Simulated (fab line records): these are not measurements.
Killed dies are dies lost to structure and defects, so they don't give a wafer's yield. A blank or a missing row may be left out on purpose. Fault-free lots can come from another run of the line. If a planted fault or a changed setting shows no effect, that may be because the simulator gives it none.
The tool behind it: which one? :: flow berkeleyCmos170 :: 21 wafers from 7 lots sampled at 2 of the route's 331 steps

## WHAT THE GAUGES SHOWED, per wafer
UCB170_V2_CD_MEAS_90: the cd target is 700 nm.
lot: L772
measured: day 8 18:23
on: cdSem-02
cdNm (nm): 697.1 697.7 699.8

lot: L775
measured: day 9 09:12
on: cdSem-01
cdNm (nm): 700.5 700.3 699.8

lot: L779
measured: day 10 10:29
on: cdSem-02
cdNm (nm): - - -

lot: L782
measured: day 11 06:31
on: cdSem-02
cdNm (nm): 698.4 699.6 700.0

lot: L787
measured: day 11 06:47
on: cdSem-02
cdNm (nm): 699.3 698.7 699.5

lot: L789
measured: day 12 11:40
on: cdSem-02
cdNm (nm): 700.0 701.7 699.9

lot: L792
measured: day 12 11:14
on: cdSem-01
cdNm (nm): 700.1 702.0 700.2

## EACH LOT AND THE TOOL THAT RAN IT (in order: tool; ch and the chambers of the sampled wafers; start)
lot: L772
UCB170_V2_CVD_00: pecvd-03 ch 0,2, day 8 13:12

lot: L775
UCB170_V2_CVD_00: pecvd-03 ch 0,1,2, day 9 06:53

lot: L779
UCB170_V2_CVD_00: pecvd-03 ch 0,2, day 10 08:08

lot: L782
UCB170_V2_CVD_00: pecvd-04 ch 0,1, day 11 01:02

lot: L787
UCB170_V2_CVD_00: pecvd-03 ch 1,2, day 11 02:01

lot: L789
UCB170_V2_CVD_00: pecvd-03 ch 0,1, day 12 07:10

lot: L792
UCB170_V2_CVD_00: pecvd-04 ch 0,1,2, day 12 06:55
- UCB170_V2_CVD_00: deposits SiO2 from TEOS/O2, target thk 2000 nm, time 250 s.

## THE ANSWER, worked out from the rows above alone
Rule: the lots themselves supply what counts as usual. The widest of any qualifying gaps counts: lots, ordered by their means at a reading, are off when they make up no more than a third of the lots, leave a main group of 4 or more, and stand apart from it by 3 or more times the standard deviation of that group's means. The tables above print the reading to a certain number of digits; a main group whose means all agree to those digits is not used. A lot without any number at a reading at which 4 lots or more have one is off too. The other lots that the step has rows for count as sound.
Off, at UCB170_V2_CD_MEAS_90 on cdNm: L779. Without a number there: L779. For the main group the mean is 699.7 nm and the standard deviation 0.89.
If a tool, at a process step before that reading, ran all the lots that are off and no sound lot after the first of them, it fits. Gauges at UCB170_V2_CD_MEAS_90: tried the same way as those tools. Not one of the candidates tried fits.

## WHAT HAD BEEN PUT IN BY THE SIMULATOR
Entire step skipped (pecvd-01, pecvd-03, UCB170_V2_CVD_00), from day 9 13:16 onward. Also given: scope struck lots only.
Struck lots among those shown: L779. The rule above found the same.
